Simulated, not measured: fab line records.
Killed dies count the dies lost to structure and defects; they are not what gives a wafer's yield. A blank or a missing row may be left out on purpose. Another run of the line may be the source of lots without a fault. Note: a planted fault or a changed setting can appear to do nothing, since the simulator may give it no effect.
fab line records	flow rit_cmos
[record] lots = 5	wafers = 23
route steps=202 shown ACTIVE@4 NWELL@36 PWELL@40 WELLDRIVE@50 NRETRO@61 PRETRO@65 GATE@81 PLDD@115
start_h: hours from the record's first day to the start of the lot's first wafer shown	wait_h: hours elapsed since this lot's preceding step	" unchanged from the row above	L1.1+2: a single row standing in for several wafers	- value missing, or start not given	* or withheld: withheld	< > ~ a bound
route shown NAME@n: names a module that has steps shown in the file, with the first one's number in the route	usual: mean and standard deviation over wafers with no fault	same: alike in all rows	chamber/n: place in a boat	sites: readings site by site	_std_site: the standard deviation of these	_edge_site: outer sites' mean less inner sites'	radius_mm: how far each site lies from the wafer's centre	mask NAME#n: copy n	behind: the most recent tool/chamber to have shaped the wafer	hold: why the lot went on hold/how many hours it stayed there/how the hold came to an end	device: the n, p or np transistor that did not switch	end of line: the tests these same wafers got at the end of their route	a step given without rows: its recipe and nothing more	killed: the dies lost at the first sort to structure and to defects; this is not the yield of the wafer	map: a wafer's dies, marking killed ones x, the rest . and places with no die _
set.NAME: the setting the step ran with; set.NAME@STEP: the setting that earlier step ran with	model.NAME: the simulator's own value behind a step, which no gauge read
lots with deliberately changed settings; one table per step, one row per wafer
[[steps]]
[step RIT_ACTIVE_CVD_03]
[recipe] material = Si3N4	target_thk_nm = 150	temp_c = 810	precursor = SiH2Cl2/NH3	time_s = 1500	pressure_mtorr = 300	sih2cl2_flow_sccm = 60	nh3_flow_sccm = 150
lot.wafer	tool	chamber	start_h	wait_h	set.sih2cl2_flow_sccm	model.Si3N4_of_ACTIVE_CVD_03.thk_nm
L075.2	lpcvd-01	1	17.11	0.0	60	151
L075.5	"	1	"	"	60	150.7
L075.6	"	1	"	"	60	151.8
L077.2	-	-	-	0.0	60	154.5
L077.3	"	-	"	"	60	153.1
L077.4	"	-	"	"	60	153.8
L077.5	"	-	"	"	60	152.7
L077.6	"	-	"	"	60	153.5
L078.1	-	-	-	0.1	66	155
L078.3+4	"	-	"	"	66	154.6
L078.5	"	-	"	"	66	154.9
L078.6	"	-	"	"	66	154.5
L081.1	-	-	-	0.1	65.23	152.9
L081.2	"	-	"	"	65.23	151.9
L081.3	"	-	"	"	65.23	151.4
L081.4	"	-	"	"	65.23	152.2
L081.6	"	-	"	"	65.23	152
L084.1+2	-	-	-	0.1	51.06	144.8
L084.3	"	-	"	"	51.06	145.1
L084.5	"	-	"	"	51.06	144.5
L084.6	"	-	"	"	51.06	144.9
[step RIT_ACTIVE_EXPOSE_08]
[recipe] mask_id = M1	na = 0.6	source_shape = conventional	sigma_outer = 0.6	target_cd_nm = 1400	dose_mj = 225
lot.wafer	tool	chamber	start_h	wait_h	mask	set.dose_mj
L075.2+5+6	iline_stepper-02	0	19.06	0.1	M1#0	225
L077.2+4	iline_stepper-02	0	29.09	0.2	M1#0	236.3
L077.3+5+6	"	0	"	"	M1#0	225
L078.1+3+6	iline_stepper-01	0	34.16	0.2	M1#0	236.6
L078.4+5	"	0	"	"	M1#0	225
L081.1+2+3	iline_stepper-02	0	49.16	0.2	M1#0	225
L081.4+6	"	0	"	"	M1#0	238.3
L084.1+3	iline_stepper-01	0	65.19	0.2	M1#0	213.4
L084.2+5+6	"	0	"	"	M1#0	225
[step RIT_ACTIVE_PEB_09]
[recipe] resist = NOVOLAK	temp_c = withheld	time_s = withheld
[step RIT_ACTIVE_DEVELOP_10]
[recipe] resist = NOVOLAK	develop_time_s = 50	dev_temp_c = 23
[step RIT_ACTIVE_CD_MEAS_11]
[recipe] target_cd_nm = 1400
[usual] cd_nm = 1400/3
lot.wafer	tool	chamber	start_h	wait_h	set.dose_mj@ACTIVE_EXPOSE_08	cd_nm
L075.2	cd_sem-01	-	19.46	-	225	1402
L075.5	"	-	"	"	225	1404
L075.6	"	-	"	"	225	1404
L077.2	cd_sem-02	-	29.49	-	236.3	1390
L077.3	"	-	"	"	225	1403
L077.4	"	-	"	"	236.3	1391
L077.5	"	-	"	"	225	1403
L077.6	"	-	"	"	225	1401
L078.1	cd_sem-01	-	34.56	-	236.6	1385
L078.3	"	-	"	"	236.6	1385
L078.4	"	-	"	"	225	1401
L078.5	"	-	"	"	225	1400
L078.6	"	-	"	"	236.6	1386
L081.1	cd_sem-01	-	49.56	-	225	1400
L081.2	"	-	"	"	225	1399
L081.3	"	-	"	"	225	1399
L081.4	"	-	"	"	238.3	1384
L081.6	"	-	"	"	238.3	1382
L084.1	cd_sem-01	-	65.59	-	213.4	1420
L084.2	"	-	"	"	225	1402
L084.3	"	-	"	"	213.4	1417
L084.5	"	-	"	"	225	1403
L084.6	"	-	"	"	225	1403
[step RIT_ACTIVE_HARDBAKE_12]
[recipe] resist = NOVOLAK	temp_c = 140	time_s = 60
[step RIT_ACTIVE_ETCH_13]
[recipe] stop_on = SiO2	chemistry = SF6	target = Si3N4	time_s = 210	over_etch_frac = 0.4	SF6_flow_sccm = 200	pressure_mtorr = 260	rf_w = 125	target_depth_a = 2100
lot.wafer	tool	chamber	start_h	wait_h	set.dose_mj@ACTIVE_EXPOSE_08	model.ACTIVE.cd_nm
L075.2	rie_diel-04	3	19.71	0.1	225	1402
L075.5+6	"	2,3	"	"	225	1404
L077.2	rie_diel-03	0	29.74	0.1	236.3	1390
L077.3	"	1	"	"	225	-
L077.4	"	2	"	"	236.3	1391
L077.5	"	2	"	"	225	1403
L077.6	"	1	"	"	225	1401
L078.1	rie_diel-01	0	34.83	0.1	236.6	1384
L078.3+6	"	2	"	"	236.6	1386
L078.4+5	"	1	"	"	225	1401
L081.1+2+3	rie_diel-04	2,3,0	49.83	0.1	225	1399
L081.4	"	1	"	"	238.3	1384
L081.6	"	3	"	"	238.3	1382
L084.1	rie_diel-03	3	65.86	0.1	213.4	1421
L084.2+5+6	"	0,3,2	"	"	225	1403
L084.3	"	1	"	"	213.4	1417
[step RIT_ACTIVE_STRIP_14]
[recipe] chemistry = O2	time_s = 180	resist = NOVOLAK	platen_temp_c = withheld	power_w = 500	pressure_mtorr = 4000	o2_flow_sccm = 4000
[step RIT_ACTIVE_CD_MEAS_90]
[recipe] target_cd_nm = 1400
[usual] cd_nm = 1400/3
lot.wafer	tool	chamber	start_h	wait_h	set.dose_mj@ACTIVE_EXPOSE_08	cd_nm
L075.2	cd_sem-02	-	20.04	0.1	225	1402
L075.5	"	-	"	"	225	1404
L075.6	"	-	"	"	225	1404
L077.2	cd_sem-01	-	30.07	0.1	236.3	1390
L077.3	"	-	"	"	225	1403
L077.4	"	-	"	"	236.3	1391
L077.5	"	-	"	"	225	1403
L077.6	"	-	"	"	225	1402
L078.1	cd_sem-02	-	35.14	0.1	236.6	1385
L078.3	"	-	"	"	236.6	1386
L078.4	"	-	"	"	225	1401
L078.5	"	-	"	"	225	1401
L078.6	"	-	"	"	236.6	1387
L081.1	cd_sem-02	-	50.14	0.1	225	1400
L081.2	"	-	"	"	225	1399
L081.3	"	-	"	"	225	1400
L081.4	"	-	"	"	238.3	1384
L081.6	"	-	"	"	238.3	1382
L084.1	cd_sem-01	-	66.17	0.1	213.4	1421
L084.2	"	-	"	"	225	1402
L084.3	"	-	"	"	213.4	1417
L084.5	"	-	"	"	225	1403
L084.6	"	-	"	"	225	1403
[step RIT_NWELL_IMPLANT_08]
[recipe] species = P	energy_kev = 170	dose_cm2 = 5e+13	tilt_deg = 7
lot.wafer	tool	chamber	start_h	wait_h	set.dose_cm2
L075.2+5+6	implanter-04	0	25.51	0.2	5e+13
L077.2+4+5	implanter-02	0	36.57	0.2	5e+13
L077.3+6	"	0	"	"	4.883e+13
L078.1+3	implanter-01	0	42.09	0.2	5e+13
L078.4+5+6	"	0	"	"	5.243e+13
L081.1+6	implanter-01	0	55.89	0.2	5e+13
L081.2+3+4	"	0	"	"	5.356e+13
L084.1+5	implanter-02	0	72.90	0.2	5.106e+13
L084.2+3+6	"	0	"	"	5e+13
[step RIT_NWELL_STRIP_09]
[recipe] chemistry = O2	time_s = 180	resist = NOVOLAK	platen_temp_c = withheld	power_w = 500	pressure_mtorr = 4000	o2_flow_sccm = 4000
[step RIT_NWELL_TW_MEAS_10]
[usual] NWELL_TW = 2140/10
lot.wafer	tool	chamber	start_h	wait_h	set.dose_cm2@NWELL_IMPLANT_08	NWELL_TW
L075.2	film_metro-02	-	25.82	0.1	5e+13	2145
L075.5	"	-	"	"	5e+13	2149
L075.6	"	-	"	"	5e+13	2149
L077.2	film_metro-02	-	36.88	0.1	5e+13	2161
L077.3	"	-	"	"	4.883e+13	2124
L077.4	"	-	"	"	5e+13	2147
L077.5	"	-	"	"	5e+13	2143
L077.6	"	-	"	"	4.883e+13	2132
L078.1	film_metro-02	-	42.41	0.1	5e+13	2143
L078.3	"	-	"	"	5e+13	2146
L078.4	"	-	"	"	5.243e+13	2173
L078.5	"	-	"	"	5.243e+13	2188
L078.6	"	-	"	"	5.243e+13	2178
L081.1	film_metro-01	-	56.21	0.1	5e+13	2131
L081.2	"	-	"	"	5.356e+13	2190
L081.3	"	-	"	"	5.356e+13	2182
L081.4	"	-	"	"	5.356e+13	2181
L081.6	"	-	"	"	5e+13	2128
L084.1	film_metro-01	-	73.22	0.1	5.106e+13	2150
L084.2	"	-	"	"	5e+13	2127
L084.3	"	-	"	"	5e+13	2128
L084.5	"	-	"	"	5.106e+13	2145
L084.6	"	-	"	"	5e+13	2130
[step RIT_PWELL_COAT_01]
[recipe] resist = NOVOLAK	spin_rpm = 2000	resist_thk_nm = 1300
lot.wafer	tool	chamber	start_h	wait_h	set.spin_rpm	model.NOVOLAK_of_PWELL_COAT_01.thk_nm
L075.2	litho_track-03	0	26.04	0.1	2000	1305
L075.5	"	0	"	"	2000	1303
L075.6	"	0	"	"	2000	1304
L077.2	litho_track-04	0	37.10	0.1	2000	1293
L077.3	"	0	"	"	2000	1292
L077.4+6	"	0	"	"	2000	1294
L077.5	"	0	"	"	2000	1291
L078.1+3+5	litho_track-04	0	42.62	0.1	1927	1325
L078.4+6	"	0	"	"	2000	1304
L081.1	litho_track-01	0	56.42	0.1	2055	1290
L081.2	"	0	"	"	2055	1286
L081.3	"	0	"	"	2000	1301
L081.4	"	0	"	"	2055	1288
L081.6	"	0	"	"	2000	1310
L084.1+2	litho_track-01	0	73.43	0.1	2000	1299
L084.3	"	0	"	"	2000	1304
L084.5	"	0	"	"	2000	1298
L084.6	"	0	"	"	2000	1302
[step RIT_PWELL_SOFTBAKE_02]
[recipe] resist = NOVOLAK	temp_c = 90	time_s = 60
[step RIT_PWELL_EXPOSE_03]
[recipe] mask_id = M3	na = 0.57	target_cd_nm = 43700	dose_mj = 250
[step RIT_PWELL_DEVELOP_05]
[recipe] resist = NOVOLAK	develop_time_s = 68	dev_temp_c = 23
[step RIT_PWELL_HARDBAKE_07]
[recipe] resist = NOVOLAK	temp_c = 140	time_s = 120
lot.wafer	tool	chamber	start_h	wait_h	set.spin_rpm@PWELL_COAT_01	model.NOVOLAK_of_PWELL_COAT_01.thk_nm
L075.2+6	litho_track-01	0	26.82	0.1	2000	1141
L075.5	"	0	"	"	2000	1140
L077.2	litho_track-04	0	37.89	0.1	2000	1131
L077.3	"	0	"	"	2000	1130
L077.4+6	"	0	"	"	2000	1132
L077.5	"	0	"	"	2000	1129
L078.1+5	litho_track-01	0	43.51	0.0	1927	1158
L078.3	"	0	"	"	1927	1159
L078.4+6	"	0	"	"	2000	1140
L081.1	litho_track-04	0	57.19	0.0	2055	1128
L081.2	"	0	"	"	2055	1125
L081.3	"	0	"	"	2000	1138
L081.4	"	0	"	"	2055	1126
L081.6	"	0	"	"	2000	1146
L084.1+2	litho_track-04	0	74.20	0.0	2000	1136
L084.3	"	0	"	"	2000	1140
L084.5	"	0	"	"	2000	1135
L084.6	"	0	"	"	2000	1138
[step RIT_PWELL_IMPLANT_08]
[recipe] species = B	energy_kev = 170	dose_cm2 = 7e+13	tilt_deg = 7
lot.wafer	tool	chamber	start_h	wait_h	set.energy_kev	model.implant.rp_nm	model.implant.drp_nm
L075.2+5+6	implanter-04	0	27.06	0.2	170	483.6	102.9
L077.2+3+6	implanter-04	0	38.12	0.2	170	495.4	102.9
L077.4+5	"	0	"	"	163.3	480.8	101.4
L078.1+6	implanter-04	0	43.76	0.2	170	496.8	102.9
L078.3+4+5	"	0	"	"	172.8	503.1	103.4
L081.1+2+3+4+6	implanter-02	0	57.44	0.2	170	480.1	102.9
L084.1+2+3+5+6	implanter-03	0	74.45	0.2	170	471	102.9
[step RIT_PWELL_STRIP_09]
[recipe] chemistry = O2	time_s = 180	resist = NOVOLAK	platen_temp_c = withheld	power_w = 500	pressure_mtorr = 4000	o2_flow_sccm = 4000
[step RIT_WELLDRIVE_ANNEAL_00]
[recipe] temp_c = 1100	time_s = 14700	ambient = N2
[step RIT_WELLDRIVE_RS_MEAS_01]
[recipe] thk_meas_gauge = four-point-probe
[usual] NWELL_RS = 275.1/0.73
lot.wafer	tool	chamber	start_h	wait_h	set.dose_cm2@NWELL_IMPLANT_08	NWELL_RS[ohm/sq]
L075.2	film_metro-03	-	33.02	0.0	5e+13	275.6
L075.5	"	-	"	"	5e+13	275.2
L075.6	"	-	"	"	5e+13	274.8
L077.2	film_metro-02	-	44.14	0.0	5e+13	275.9
L077.3	"	-	"	"	4.883e+13	280.4
L077.4	"	-	"	"	5e+13	276.0
L077.5	"	-	"	"	5e+13	276.0
L077.6	"	-	"	"	4.883e+13	280.5
L078.1	film_metro-03	-	49.23	0.0	5e+13	275.1
L078.3	"	-	"	"	5e+13	274.8
L078.4	"	-	"	"	5.243e+13	268.4
L078.5	"	-	"	"	5.243e+13	267.9
L078.6	"	-	"	"	5.243e+13	267.4
L081.1	film_metro-03	-	62.91	0.0	5e+13	275.2
L081.2	"	-	"	"	5.356e+13	263.4
L081.3	"	-	"	"	5.356e+13	263.9
L081.4	"	-	"	"	5.356e+13	264.0
L081.6	"	-	"	"	5e+13	274.3
L084.1	film_metro-01	-	79.92	0.0	5.106e+13	271.1
L084.2	"	-	"	"	5e+13	275.4
L084.3	"	-	"	"	5e+13	274.6
L084.5	"	-	"	"	5.106e+13	271.9
L084.6	"	-	"	"	5e+13	275.5
[step RIT_NRETRO_IMPLANT_08]
[recipe] species = P	energy_kev = 70	dose_cm2 = 1e+13	tilt_deg = 7
lot.wafer	tool	chamber	start_h	wait_h	set.energy_kev	model.implant.rp_nm	model.implant.drp_nm
L075.2+5+6	implanter-02	0	34.55	0.2	70	85.9	33.94
L077.2+6	implanter-01	0	45.55	0.2	73.4	87.21	35.32
L077.3+4+5	"	0	"	"	70	83.07	33.94
L078.1+3+4+5+6	implanter-01	0	50.64	0.2	70	84.59	33.94
L081.1+2+3+4+6	implanter-03	0	64.44	0.2	70	85.13	33.94
L084.1+2	implanter-01	0	81.32	0.2	68.32	82.32	33.24
L084.3+5+6	"	0	"	"	70	84.4	33.94
[step RIT_PRETRO_COAT_01]
[recipe] resist = NOVOLAK	spin_rpm = 2000	resist_thk_nm = 1300
lot.wafer	tool	chamber	start_h	wait_h	set.spin_rpm	model.NOVOLAK_of_PRETRO_COAT_01.thk_nm
L075.2+5+6	litho_track-01	0	35.09	0.1	2000	1298
L077.2	litho_track-04	0	46.09	0.1	2000	1299
L077.3+4	"	0	"	"	2052	1282
L077.5	"	0	"	"	2000	1296
L077.6	"	0	"	"	2052	1280
L078.1	litho_track-02	0	51.17	0.1	2113	1267
L078.3	"	0	"	"	2000	1295
L078.4	"	0	"	"	2000	1299
L078.5	"	0	"	"	2113	1263
L078.6	"	0	"	"	2113	1264
L081.1+3	litho_track-04	0	64.97	0.1	2000	1291
L081.2	"	0	"	"	2000	1292
L081.4	"	0	"	"	2000	1293
L081.6	"	0	"	"	2000	1288
L084.1	litho_track-02	0	81.86	0.1	1906	1335
L084.2	"	0	"	"	1906	1337
L084.3	"	0	"	"	2000	1303
L084.5	"	0	"	"	2000	1301
L084.6	"	0	"	"	1906	1336
[step RIT_PRETRO_SOFTBAKE_02]
[recipe] resist = NOVOLAK	temp_c = 90	time_s = 60
[step RIT_PRETRO_EXPOSE_03]
[recipe] mask_id = M5	na = 0.57	target_cd_nm = 43700	dose_mj = 250
[step RIT_PRETRO_DEVELOP_05]
[recipe] resist = NOVOLAK	develop_time_s = 68	dev_temp_c = 23
[step RIT_PRETRO_HARDBAKE_07]
[recipe] resist = NOVOLAK	temp_c = 140	time_s = 120
lot.wafer	tool	chamber	start_h	wait_h	set.spin_rpm@PRETRO_COAT_01	model.NOVOLAK_of_PRETRO_COAT_01.thk_nm
L075.2+5+6	litho_track-01	0	36.04	0.1	2000	1135
L077.2	litho_track-02	0	46.87	0.1	2000	1136
L077.3	"	0	"	"	2052	1122
L077.4	"	0	"	"	2052	1121
L077.5	"	0	"	"	2000	1134
L077.6	"	0	"	"	2052	1119
L078.1	litho_track-04	0	51.94	0.0	2113	1109
L078.3	"	0	"	"	2000	1133
L078.4	"	0	"	"	2000	1136
L078.5+6	"	0	"	"	2113	1105
L081.1+3	litho_track-01	0	65.74	0.0	2000	1129
L081.2	"	0	"	"	2000	1130
L081.4	"	0	"	"	2000	1131
L081.6	"	0	"	"	2000	1127
L084.1	litho_track-02	0	82.75	0.0	1906	1167
L084.2	"	0	"	"	1906	1169
L084.3	"	0	"	"	2000	1140
L084.5	"	0	"	"	2000	1138
L084.6	"	0	"	"	1906	1168
[step RIT_GATE_OXIDATION_05]
[recipe] temp_c = 900	ambient = O2	target_thk_a = 30	ox_time_s = 270
lot.wafer	tool	chamber	start_h	wait_h	set.ox_time_s	model.SiO2_of_GATE_OXIDATION_05.thk_nm
L075.2	furnace-01	0	37.96	0.9	270	2.971
L075.5	"	0	"	"	270	2.978
L075.6	"	0	"	"	270	2.963
L077.2	-	-	-	0.7	293.5	3.323
L077.3	"	-	"	"	293.5	3.303
L077.4	"	-	"	"	293.5	3.254
L077.5	"	-	"	"	293.5	3.286
L077.6	"	-	"	"	293.5	3.238
L078.1	-	-	-	0.1	302.3	3.391
L078.3+5	"	-	"	"	302.3	3.36
L078.4	"	-	"	"	302.3	3.377
L078.6	"	-	"	"	302.3	3.327
L081.1	-	-	-	1.4	233.6	2.688
L081.2	"	-	"	"	233.6	2.668
L081.3	"	-	"	"	233.6	2.678
L081.4	"	-	"	"	233.6	2.677
L081.6	"	-	"	"	233.6	2.703
L084.1	-	-	-	0.1	270	2.882
L084.2	"	-	"	"	270	2.822
L084.3	"	-	"	"	270	2.868
L084.5	"	-	"	"	270	2.823
L084.6	"	-	"	"	270	2.905
[step RIT_GATE_ANNEAL_06]
[recipe] temp_c = 900	time_s = 600	ambient = N2O
[step RIT_GATE_THK_MEAS_07]
[recipe] reads = SiO2_of_GATE_OXIDATION_05
[usual] GATE_OXIDE_THK = 3.02/0.068
lot.wafer	tool	chamber	start_h	wait_h	set.ox_time_s@GATE_OXIDATION_05	GATE_OXIDE_THK[nm]
L075.2	film_metro-03	-	40.12	0.0	270	3.01
L075.5	"	-	"	"	270	2.97
L075.6	"	-	"	"	270	2.99
L077.2	film_metro-04	-	50.69	0.0	293.5	3.29
L077.3	"	-	"	"	293.5	3.35
L077.4	"	-	"	"	293.5	3.29
L077.5	"	-	"	"	293.5	3.23
L077.6	"	-	"	"	293.5	3.25
L078.1	film_metro-02	-	54.37	0.0	302.3	3.41
L078.3	"	-	"	"	302.3	3.35
L078.4	"	-	"	"	302.3	3.34
L078.5	"	-	"	"	302.3	3.37
L078.6	"	-	"	"	302.3	3.34
L081.1	film_metro-04	-	70.86	0.0	233.6	2.69
L081.2	"	-	"	"	233.6	2.71
L081.3	"	-	"	"	233.6	2.66
L081.4	"	-	"	"	233.6	2.66
L081.6	"	-	"	"	233.6	2.67
L084.1	film_metro-04	-	85.19	0.0	270	2.84
L084.2	"	-	"	"	270	2.82
L084.3	"	-	"	"	270	2.85
L084.5	"	-	"	"	270	2.82
L084.6	"	-	"	"	270	2.93
[step RIT_PLDD_COAT_01]
[recipe] resist = NOVOLAK	spin_rpm = 3250	resist_thk_nm = 1000
lot.wafer	tool	chamber	start_h	wait_h	set.spin_rpm	model.NOVOLAK_of_PLDD_COAT_01.thk_nm
L075.2	litho_track-02	0	48.34	0.1	3250	1003
L075.5	"	0	"	"	3250	997.1
L075.6	"	0	"	"	3250	998.1
L077.2+3+5	litho_track-02	0	58.80	0.1	3250	1001
L077.4	"	0	"	"	3367	982.1
L077.6	"	0	"	"	3367	983.1
L078.1+5	litho_track-04	0	62.37	0.1	3008	1039
L078.3+6	"	0	"	"	3250	1000
L078.4	"	0	"	"	3250	1002
L081.1+2+4+6	litho_track-02	0	79.19	0.1	3250	1002
L081.3	"	0	"	"	3250	1003
L084.1	litho_track-03	0	93.99	0.1	3348	988.3
L084.2	"	0	"	"	3348	988.1
L084.3	"	0	"	"	3250	1005
L084.5	"	0	"	"	3348	989.6
L084.6	"	0	"	"	3250	1002
[step RIT_PLDD_SOFTBAKE_02]
[recipe] resist = NOVOLAK	temp_c = 90	time_s = 60
[step RIT_PLDD_EXPOSE_03]
[recipe] mask_id = M8	na = 0.57	target_cd_nm = 40900	dose_mj = 250
[step RIT_PLDD_DEVELOP_05]
[recipe] resist = NOVOLAK	develop_time_s = 50	dev_temp_c = 23
[step RIT_PLDD_HARDBAKE_07]
[recipe] resist = NOVOLAK	temp_c = 140	time_s = 60
lot.wafer	tool	chamber	start_h	wait_h	set.spin_rpm@PLDD_COAT_01	model.NOVOLAK_of_PLDD_COAT_01.thk_nm
L075.2	litho_track-02	0	49.20	0.0	3250	886.1
L075.5	"	0	"	"	3250	881.3
L075.6	"	0	"	"	3250	882.1
L077.2+3	litho_track-03	0	59.66	0.0	3250	884.9
L077.4	"	0	"	"	3367	868.1
L077.5	"	0	"	"	3250	885
L077.6	"	0	"	"	3367	869
L078.1	litho_track-03	0	63.20	0.0	3008	917.6
L078.3	"	0	"	"	3250	884.2
L078.4	"	0	"	"	3250	885.4
L078.5	"	0	"	"	3008	917.9
L078.6	"	0	"	"	3250	884.1
L081.1	litho_track-04	0	79.93	0.0	3250	885.2
L081.2	"	0	"	"	3250	885.5
L081.3	"	0	"	"	3250	886
L081.4	"	0	"	"	3250	885.8
L081.6	"	0	"	"	3250	885.6
L084.1	litho_track-04	0	94.94	0.0	3348	873.5
L084.2	"	0	"	"	3348	873.3
L084.3	"	0	"	"	3250	888
L084.5	"	0	"	"	3348	874.7
L084.6	"	0	"	"	3250	885.6
[step RIT_PLDD_IMPLANT_08]
[recipe] species = BF2	energy_kev = 20	dose_cm2 = 9e+14	tilt_deg = 7
lot.wafer	tool	chamber	start_h	wait_h	set.energy_kev	model.implant.drp_nm
L075.2+5+6	implanter-04	0	49.35	0.1	20	9.752
L077.2+3+6	implanter-04	0	59.81	0.1	20	9.752
L077.4+5	"	0	"	"	19.56	9.6
L078.1+5+6	implanter-02	0	63.35	0.1	20.44	9.902
L078.3+4	"	0	"	"	20	9.752
L081.1+2+3+4+6	implanter-04	0	80.08	0.1	20	9.752
L084.1+2+3+5+6	implanter-04	0	95.09	0.1	20	9.752
[[key]]
[split] step = RIT_ACTIVE_CVD_03	setting = sih2cl2_flow_sccm	stated = 60	by = lot
[response] step = RIT_ACTIVE_CVD_03	reading = model.Si3N4_of_ACTIVE_CVD_03.thk_nm	change = +0.348	per = 1%	r = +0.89
[split] step = RIT_ACTIVE_EXPOSE_08	setting = dose_mj	stated = 225	by = wafer
[response] step = RIT_ACTIVE_CD_MEAS_11	reading = cd_nm	change = -2.78	per = 1%	r = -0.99
[response] step = RIT_ACTIVE_ETCH_13	reading = model.ACTIVE.cd_nm	change = -2.8	per = 1%	r = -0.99
[response] step = RIT_ACTIVE_CD_MEAS_90	reading = cd_nm	change = -2.79	per = 1%	r = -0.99
[split] step = RIT_NWELL_IMPLANT_08	setting = dose_cm2	stated = 5e+13	by = wafer
[response] step = RIT_NWELL_TW_MEAS_10	reading = NWELL_TW	change = +7.76	per = 1%	r = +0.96
[response] step = RIT_WELLDRIVE_RS_MEAS_01	reading = NWELL_RS	change = -1.56	per = 1%	r = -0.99
[split] step = RIT_PWELL_COAT_01	setting = spin_rpm	stated = 2000	by = wafer
[response] step = RIT_PWELL_COAT_01	reading = model.NOVOLAK_of_PWELL_COAT_01.thk_nm	change = -6.05	per = 1%	r = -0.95
[response] step = RIT_PWELL_HARDBAKE_07	reading = model.NOVOLAK_of_PWELL_COAT_01.thk_nm	change = -5.22	per = 1%	r = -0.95
[split] step = RIT_PWELL_IMPLANT_08	setting = energy_kev	stated = 170	by = wafer
[response] step = RIT_PWELL_IMPLANT_08	reading = model.implant.rp_nm	change = +3.73	per = 1%	r = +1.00
[response] step = RIT_PWELL_IMPLANT_08	reading = model.implant.drp_nm	change = +0.359	per = 1%	r = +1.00
[split] step = RIT_NRETRO_IMPLANT_08	setting = energy_kev	stated = 70	by = wafer
[response] step = RIT_NRETRO_IMPLANT_08	reading = model.implant.rp_nm	change = +0.856	per = 1%	r = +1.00
[response] step = RIT_NRETRO_IMPLANT_08	reading = model.implant.drp_nm	change = +0.285	per = 1%	r = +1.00
[split] step = RIT_PRETRO_COAT_01	setting = spin_rpm	stated = 2000	by = wafer
[response] step = RIT_PRETRO_COAT_01	reading = model.NOVOLAK_of_PRETRO_COAT_01.thk_nm	change = -6.36	per = 1%	r = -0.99
[response] step = RIT_PRETRO_HARDBAKE_07	reading = model.NOVOLAK_of_PRETRO_COAT_01.thk_nm	change = -5.48	per = 1%	r = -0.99
[split] step = RIT_GATE_OXIDATION_05	setting = ox_time_s	stated = 270	by = lot
[response] step = RIT_GATE_OXIDATION_05	reading = model.SiO2_of_GATE_OXIDATION_05.thk_nm	change = +0.0277	per = 1%	r = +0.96
[response] step = RIT_GATE_THK_MEAS_07	reading = GATE_OXIDE_THK	change = +0.0279	per = 1%	r = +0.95
[split] step = RIT_PLDD_COAT_01	setting = spin_rpm	stated = 3250	by = wafer
[response] step = RIT_PLDD_COAT_01	reading = model.NOVOLAK_of_PLDD_COAT_01.thk_nm	change = -5.09	per = 1%	r = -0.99
[response] step = RIT_PLDD_HARDBAKE_07	reading = model.NOVOLAK_of_PLDD_COAT_01.thk_nm	change = -4.45	per = 1%	r = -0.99
[split] step = RIT_PLDD_IMPLANT_08	setting = energy_kev	stated = 20	by = wafer
[response] step = RIT_PLDD_IMPLANT_08	reading = model.implant.drp_nm	change = +0.0685	per = 1%	r = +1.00
